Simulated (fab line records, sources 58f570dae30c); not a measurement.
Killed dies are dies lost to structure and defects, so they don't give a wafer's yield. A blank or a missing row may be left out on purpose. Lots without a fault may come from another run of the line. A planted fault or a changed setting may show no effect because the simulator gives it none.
Chamber matching | flow berkeley_cmos170 | UCB170_V2_CMP_02 on cmp-02: 4 sister chambers
The step polishes SiO2. 4 wafers are shown with their chamber, then 12 later ones without.

WAFERS WITH THEIR CHAMBER
wafer  | chamber | motor_current_A (A)
L086.6 | 0       | 19.2
L089.1 | 2       | 15.8
L089.2 | 3       | 18.0
L089.3 | 1       | 15.1

WAFERS WITHOUT THEIR CHAMBER
wafer  | motor_current_A (A)
L091.1 | 16.2
L091.2 | 18.2
L091.5 | 19.3
L095.3 | 16.8
L095.4 | 15.8
L095.5 | 16.3
L094.1 | 19.5
L094.3 | 16.6
L094.6 | 16.7
L096.1 | 19.8
L096.3 | 16.7
L096.5 | 16.3

WHICH CHAMBER EACH WENT THROUGH
wafer  | from the rows above          | in truth
L091.1 | can't be placed: 2 or 1      | 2
L091.2 | can't be placed: 3 or 0      | 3
L091.5 | can't be placed: 0 or 3      | 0
L095.3 | can't be placed: 2 or 3 or 1 | 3
L095.4 | can't be placed: 2 or 1      | 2
L095.5 | can't be placed: 2 or 1 or 3 | 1
L094.1 | can't be placed: 0 or 3      | 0
L094.3 | can't be placed: 2 or 3 or 1 | 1
L094.6 | can't be placed: 2 or 3 or 1 | 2
L096.1 | can't be placed: 0 or 3      | 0
L096.3 | can't be placed: 2 or 3 or 1 | 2
L096.5 | can't be placed: 2 or 1 or 3 | 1
Placed correctly: 0 of 12. Can't be placed from these rows: 12 (the true chamber is among the candidates in 12). Placed wrongly: 0.
How it was worked out, from the rows above alone: a wafer's distance from a chamber is the root of the sum, over the readings, of the square of ((its reading less the chamber's mean) divided by the reading's scatter). The wafer belongs to the nearest chamber; if the next one is less than 2 further off, it can't be placed. A chamber's mean is the mean of its shown wafers. The scatter: with one shown wafer a chamber, the root of the mean of the squares of how far each hidden wafer lies from its nearest shown one.
